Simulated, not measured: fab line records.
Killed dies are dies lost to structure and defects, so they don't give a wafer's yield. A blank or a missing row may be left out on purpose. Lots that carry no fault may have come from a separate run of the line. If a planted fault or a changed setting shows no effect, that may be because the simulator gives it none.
Which tool was responsible? -- flow ritCmos -- 7 lots with 21 wafers sampled at 2 steps, on a route of 202 steps

== WHAT THE GAUGES READ, wafer by wafer ==
RIT_SDANNEAL_RS_MEAS_04: a four-point-probe measurement.
lot,measured,on,PSD_RS (ohm/sq)
L760,day 3 08:05,filmMetro-03,116.4 116.1 116.2
L763,day 3 23:16,filmMetro-04,116.0 115.9 116.3
L766,day 4 14:40,filmMetro-03,144.8 144.7 144.7 145.0 144.8 144.6
L773,day 6 02:21,filmMetro-04,116.0 115.6 115.8
L777,day 6 22:05,filmMetro-04,116.3 115.9 116.0
L779,day 7 11:20,filmMetro-03,116.9 116.4 116.4
L781,day 7 18:04,filmMetro-03,116.0 115.7 116.0

== WHAT TOOL EACH LOT RAN ON (gives the tool, then ch and the chambers of the sampled wafers, and finally the start) ==
lot,RIT_SDANNEAL_RTA_03
L760,"rtpAnneal-02 ch 0, day 3 08:01"
L763,"rtpAnneal-01 ch 0, day 3 23:09"
L766,"rtpAnneal-02 ch 0, day 4 14:35"
L773,"rtpAnneal-01 ch 0, day 6 02:14"
L777,"rtpAnneal-01 ch 0, day 6 22:01"
L779,"rtpAnneal-01 ch 0, day 7 11:16"
L781,"rtpAnneal-01 ch 0, day 7 18:00"
- RIT_SDANNEAL_RTA_03: time 5 s.

== THE ANSWER, worked out from the rows above alone ==
Rule: the usual values come from the lots themselves. The widest of any qualifying gaps counts: lots, ordered by their means at a reading, are off when they make up no more than a third of the lots, leave a main group of 4 or more, and stand apart from it by 3 or more times the standard deviation of that group's means. A main group is skipped when, at the precision printed for the reading in the tables above, its means are all equal. A lot without any number at a reading at which 4 lots or more have one is off too. Any other lot the step has rows for is counted as sound.
Off: L766, seen at RIT_SDANNEAL_RS_MEAS_04 (PSD_RS). Main group: mean 116.1 ohm/sq, sd 0.25.
If a tool, at a process step before that reading, ran all the lots that are off and no sound lot after the first of them, it fits. Those tools and the gauges at RIT_SDANNEAL_RS_MEAS_04 are tried in the same way. One candidate fits, namely rtpAnneal-02 at RIT_SDANNEAL_RTA_03. A fault onset in the window from L760 (day 3 08:01, its last sound lot) to L766 (day 4 14:35, its first lot off) fits.

== WHAT THE SIMULATOR HAD INSERTED ==
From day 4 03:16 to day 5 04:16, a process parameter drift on rtpAnneal-02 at RIT_SDANNEAL_RTA_03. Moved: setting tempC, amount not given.
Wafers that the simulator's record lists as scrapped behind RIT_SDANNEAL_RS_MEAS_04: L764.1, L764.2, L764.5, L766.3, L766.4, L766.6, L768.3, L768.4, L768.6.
Lots struck among those shown: L766. The same result came from the rule above.
